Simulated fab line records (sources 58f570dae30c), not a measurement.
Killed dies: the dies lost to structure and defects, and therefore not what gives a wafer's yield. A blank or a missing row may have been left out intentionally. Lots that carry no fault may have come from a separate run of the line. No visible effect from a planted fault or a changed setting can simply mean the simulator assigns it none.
Which tool is to blame? :: flow berkeley cmos170 :: 42 wafers from 14 lots sampled at 5 of the route's 331 steps

## WHAT EACH GAUGE READ, for each wafer
UCB170_M2_OVL_MEAS_16.
lot: L647
measured: day 8 15:01
on: overlay-01
M2_OVL (nm): -2 -5 4

lot: L649
measured: day 8 22:06
on: overlay-01
M2_OVL (nm): 1 1 -2

lot: L648
measured: day 9 00:44
on: overlay-02
M2_OVL (nm): 5 3 -3

lot: L650
measured: day 9 12:16
on: overlay-01
M2_OVL (nm): 5 1 7

lot: L652
measured: day 10 06:05
on: overlay-02
M2_OVL (nm): -5 -9 -11

lot: L658
measured: day 11 18:44
on: overlay-02
M2_OVL (nm): -1 4 -3

lot: L660
measured: day 12 06:19
on: overlay-01
M2_OVL (nm): -3 -3 -7

lot: L664
measured: day 13 12:21
on: overlay-01
M2_OVL (nm): 8 -1 6

lot: L662
measured: day 13 18:35
on: overlay-01
M2_OVL (nm): 3 -8 -4

lot: L663
measured: day 13 18:49
on: overlay-01
M2_OVL (nm): -6 0 -4

lot: L667
measured: day 13 19:11
on: overlay-01
M2_OVL (nm): 3 3 7

lot: L668
measured: day 14 16:48
on: overlay-02
M2_OVL (nm): 1 10 3

lot: L669
measured: day 14 17:32
on: overlay-02
M2_OVL (nm): -1 -6 1

lot: L670
measured: day 15 06:02
on: overlay-01
M2_OVL (nm): 1 3 5

UCB170_V2_CD_MEAS_90: target cd 700 nm.
lot: L647
measured: day 8 18:38
on: cd sem-01
cd nm (nm): 701.1 701.9 699.9

lot: L649
measured: day 9 00:49
on: cd sem-02
cd nm (nm): 699.6 701.6 699.4

lot: L648
measured: day 9 03:38
on: cd sem-02
cd nm (nm): 699.9 702.2 699.2

lot: L650
measured: day 9 16:22
on: cd sem-01
cd nm (nm): 698.3 699.3 698.3

lot: L652
measured: day 10 08:51
on: cd sem-02
cd nm (nm): 699.9 700.1 700.3

lot: L658
measured: day 11 22:17
on: cd sem-01
cd nm (nm): 698.5 701.2 699.4

lot: L660
measured: day 12 09:04
on: cd sem-01
cd nm (nm): 701.6 703.4 702.0

lot: L664
measured: day 13 18:04
on: cd sem-02
cd nm (nm): 699.4 698.6 696.9

lot: L662
measured: day 13 22:40
on: cd sem-01
cd nm (nm): 699.1 699.3 699.4

lot: L663
measured: day 13 22:49
on: cd sem-01
cd nm (nm): 699.7 700.8 699.9

lot: L667
measured: day 13 22:50
on: cd sem-02
cd nm (nm): 698.9 698.3 698.1

lot: L668
measured: day 14 21:27
on: cd sem-01
cd nm (nm): 699.8 700.9 701.5

lot: L669
measured: day 14 21:51
on: cd sem-02
cd nm (nm): 698.6 698.7 700.0

lot: L670
measured: day 15 09:00
on: cd sem-02
cd nm (nm): 700.9 701.7 700.2

UCB170_M3_RS_MEAS_02: the measuring method here is four-point-probe.
lot: L647
measured: day 8 18:54
on: film metro-02
M3_AL_RS (ohm/sq): 0.0322 0.0321 0.0323

lot: L649
measured: day 9 01:05
on: film metro-04
M3_AL_RS (ohm/sq): 0.0323 0.0322 0.0321

lot: L648
measured: day 9 03:55
on: film metro-02
M3_AL_RS (ohm/sq): 0.0323 0.0324 0.0325

lot: L650
measured: day 9 16:38
on: film metro-01
M3_AL_RS (ohm/sq): 0.0326 0.0329 0.0325

lot: L652
measured: day 10 09:08
on: film metro-01
M3_AL_RS (ohm/sq): 0.0321 0.0323 0.0323

lot: L658
measured: day 11 22:33
on: film metro-02
M3_AL_RS (ohm/sq): 0.0323 0.0320 0.0316

lot: L660
measured: day 12 09:20
on: film metro-02
M3_AL_RS (ohm/sq): 0.0318 0.0329 0.0326

lot: L664
measured: day 13 18:20
on: film metro-02
M3_AL_RS (ohm/sq): 0.0320 0.0320 0.0321

lot: L662
measured: day 13 22:56
on: film metro-04
M3_AL_RS (ohm/sq): 0.0321 0.0318 0.0320

lot: L663
measured: day 13 23:05
on: film metro-02
M3_AL_RS (ohm/sq): 0.0324 0.0323 0.0319

lot: L667
measured: day 13 23:07
on: film metro-01
M3_AL_RS (ohm/sq): 0.0317 0.0322 0.0317

lot: L668
measured: day 14 21:43
on: film metro-01
M3_AL_RS (ohm/sq): 0.0318 0.0319 0.0317

lot: L669
measured: day 14 22:07
on: film metro-04
M3_AL_RS (ohm/sq): 0.0320 0.0319 0.0323

lot: L670
measured: day 15 09:17
on: film metro-02
M3_AL_RS (ohm/sq): 0.0323 0.0320 0.0317

## EACH LOT AND THE TOOL THAT RAN IT (in order: tool; ch and the chambers of the sampled wafers; start)
lot: L647
UCB170_M2_METAL_ETCH_18: rie metal-04 ch 0,1, day 8 15:08
UCB170_M2_STRIP_19: plasma asher-03 ch 0,1, day 8 15:17

lot: L649
UCB170_M2_METAL_ETCH_18: rie metal-01 ch 0,1, day 8 22:10
UCB170_M2_STRIP_19: plasma asher-03 ch 0,1, day 8 22:22

lot: L648
UCB170_M2_METAL_ETCH_18: rie metal-04 ch 1, day 9 00:49
UCB170_M2_STRIP_19: plasma asher-02 ch 0,1, day 9 00:59

lot: L650
UCB170_M2_METAL_ETCH_18: rie metal-01 ch 0,1, day 9 12:20
UCB170_M2_STRIP_19: plasma asher-03 ch 0,1, day 9 12:31

lot: L652
UCB170_M2_METAL_ETCH_18: rie metal-01 ch 0,1, day 10 06:09
UCB170_M2_STRIP_19: plasma asher-02 ch 0,1, day 10 06:20

lot: L658
UCB170_M2_METAL_ETCH_18: rie metal-01 ch 0,1, day 11 18:48
UCB170_M2_STRIP_19: plasma asher-03 ch 0,1, day 11 18:59

lot: L660
UCB170_M2_METAL_ETCH_18: rie metal-04 ch 0,1, day 12 06:26
UCB170_M2_STRIP_19: plasma asher-04 ch 0,1, day 12 06:35

lot: L664
UCB170_M2_METAL_ETCH_18: rie metal-02 ch 0,1, day 13 12:25
UCB170_M2_STRIP_19: plasma asher-02 ch 0,1, day 13 12:37

lot: L662
UCB170_M2_METAL_ETCH_18: rie metal-04 ch 0,1, day 13 18:40
UCB170_M2_STRIP_19: plasma asher-04 ch 0,1, day 13 18:51

lot: L663
UCB170_M2_METAL_ETCH_18: rie metal-02 ch 0,1, day 13 18:56
UCB170_M2_STRIP_19: plasma asher-02 ch 0,1, day 13 19:06

lot: L667
UCB170_M2_METAL_ETCH_18: rie metal-04 ch 0,1, day 13 19:16
UCB170_M2_STRIP_19: plasma asher-02 ch 0,1, day 13 19:28

lot: L668
UCB170_M2_METAL_ETCH_18: rie metal-02 ch 0,1, day 14 16:52
UCB170_M2_STRIP_19: plasma asher-02 ch 0,1, day 14 17:04

lot: L669
UCB170_M2_METAL_ETCH_18: rie metal-04 ch 0,1, day 14 17:40
UCB170_M2_STRIP_19: plasma asher-04 ch 0,1, day 14 17:49

lot: L670
UCB170_M2_METAL_ETCH_18: rie metal-01 ch 0,1, day 15 06:07
UCB170_M2_STRIP_19: plasma asher-03 ch 0,1, day 15 06:18
- UCB170_M2_METAL_ETCH_18: etches Al in Cl2/BCl3, stops on SiO2, target depth 1170 nm, time 195 s.
- UCB170_M2_STRIP_19: strips in O2.

## WHAT THE TOOLS THEMSELVES READ (means of the sampled wafers that have a number; where no wafer has one, the mark that the record gives instead)
UCB170_M2_METAL_ETCH_18.
lot: L647
tool: rie metal-04
drypump motor current A (A): 6.2
oes product au (a.u.): 0.840
run length s (s): 223.0
throttle valve pct (%): 24.35

lot: L649
tool: rie metal-01
drypump motor current A (A): 5.4
oes product au (a.u.): 0.846
run length s (s): 223.1
throttle valve pct (%): 24.37

lot: L648
tool: rie metal-04
drypump motor current A (A): 6.3
oes product au (a.u.): 0.853
run length s (s): 223.1
throttle valve pct (%): 24.37

lot: L650
tool: rie metal-01
drypump motor current A (A): 5.7
oes product au (a.u.): 0.854
run length s (s): 222.9
throttle valve pct (%): 24.35

lot: L652
tool: rie metal-01
drypump motor current A (A): 5.7
oes product au (a.u.): 0.972
run length s (s): 194.0
throttle valve pct (%): 24.28

lot: L658
tool: rie metal-01
drypump motor current A (A): 5.3
oes product au (a.u.): 0.908
run length s (s): 208.3
throttle valve pct (%): 24.34

lot: L660
tool: rie metal-04
drypump motor current A (A): 6.1
oes product au (a.u.): 0.830
run length s (s): 222.8
throttle valve pct (%): 24.41

lot: L664
tool: rie metal-02
drypump motor current A (A): 6.3
oes product au (a.u.): 0.866
run length s (s): 223.3
throttle valve pct (%): 24.67

lot: L662
tool: rie metal-04
drypump motor current A (A): 6.2
oes product au (a.u.): 0.840
run length s (s): 222.8
throttle valve pct (%): 24.48

lot: L663
tool: rie metal-02
drypump motor current A (A): 6.5
oes product au (a.u.): 0.857
run length s (s): 223.2
throttle valve pct (%): 24.73

lot: L667
tool: rie metal-04
drypump motor current A (A): 6.1
oes product au (a.u.): 0.838
run length s (s): 222.9
throttle valve pct (%): 24.42

lot: L668
tool: rie metal-02
drypump motor current A (A): 6.3
oes product au (a.u.): 0.869
run length s (s): 223.3
throttle valve pct (%): 24.68

lot: L669
tool: rie metal-04
drypump motor current A (A): 6.2
oes product au (a.u.): 0.844
run length s (s): 223.3
throttle valve pct (%): 24.48

lot: L670
tool: rie metal-01
drypump motor current A (A): 5.4
oes product au (a.u.): 0.878
run length s (s): 223.0
throttle valve pct (%): 24.32

UCB170_M2_STRIP_19.
lot: L647
tool: plasma asher-03
drypump motor current A (A): 6.2
o2 flow sccm (sccm): 399.4
oes product au (a.u.): 0.549

lot: L649
tool: plasma asher-03
drypump motor current A (A): 6.0
o2 flow sccm (sccm): 401.3
oes product au (a.u.): 0.508

lot: L648
tool: plasma asher-02
drypump motor current A (A): 5.8
o2 flow sccm (sccm): 400.1
oes product au (a.u.): 0.571

lot: L650
tool: plasma asher-03
drypump motor current A (A): 5.9
o2 flow sccm (sccm): 401.3
oes product au (a.u.): 0.507

lot: L652
tool: plasma asher-02
drypump motor current A (A): 5.8
o2 flow sccm (sccm): 399.5
oes product au (a.u.): 0.619

lot: L658
tool: plasma asher-03
drypump motor current A (A): 5.9
o2 flow sccm (sccm): 399.6
oes product au (a.u.): 0.571

lot: L660
tool: plasma asher-04
drypump motor current A (A): 5.7
o2 flow sccm (sccm): 402.7
oes product au (a.u.): 0.534

lot: L664
tool: plasma asher-02
drypump motor current A (A): 5.5
o2 flow sccm (sccm): 400.9
oes product au (a.u.): 0.549

lot: L662
tool: plasma asher-04
drypump motor current A (A): 5.7
o2 flow sccm (sccm): 400.2
oes product au (a.u.): 0.554

lot: L663
tool: plasma asher-02
drypump motor current A (A): 5.8
o2 flow sccm (sccm): 400.0
oes product au (a.u.): 0.537

lot: L667
tool: plasma asher-02
drypump motor current A (A): 5.5
o2 flow sccm (sccm): 398.7
oes product au (a.u.): 0.535

lot: L668
tool: plasma asher-02
drypump motor current A (A): 5.8
o2 flow sccm (sccm): 400.4
oes product au (a.u.): 0.552

lot: L669
tool: plasma asher-04
drypump motor current A (A): 5.7
o2 flow sccm (sccm): 400.2
oes product au (a.u.): 0.548

lot: L670
tool: plasma asher-03
drypump motor current A (A): 5.9
o2 flow sccm (sccm): 401.6
oes product au (a.u.): 0.519

## THE ANSWER, worked out from the rows above alone
Rule: usual is defined by the lots themselves. The widest of any qualifying gaps counts: lots, ordered by their means at a reading, are off when they make up no more than a third of the lots, leave a main group of 4 or more, and stand apart from it by 3 or more times the standard deviation of that group's means. A main group whose means are all the same, to the digits that the tables above print for the reading, isn't used. Also off: a lot with no number at a reading for which 4 or more lots have one. Any other lot the step has rows for is counted as sound. First the gauges in route order, then the tools' own readings, where a lot's mean is used as printed above. The first step at which some lot is off is used, and at that step the reading that is off furthest; a lot without a number counts as furthest.
Off: L652, L658, at UCB170_M2_METAL_ETCH_18 (run length s). Main group: mean 223.1 s, sd 0.18.
If a tool, at that step or one of the process steps before it, ran each lot that is off and ran no sound lot following the first of them, it fits. Of those tried, none fits.

## WHAT HAD BEEN PUT IN BY THE SIMULATOR
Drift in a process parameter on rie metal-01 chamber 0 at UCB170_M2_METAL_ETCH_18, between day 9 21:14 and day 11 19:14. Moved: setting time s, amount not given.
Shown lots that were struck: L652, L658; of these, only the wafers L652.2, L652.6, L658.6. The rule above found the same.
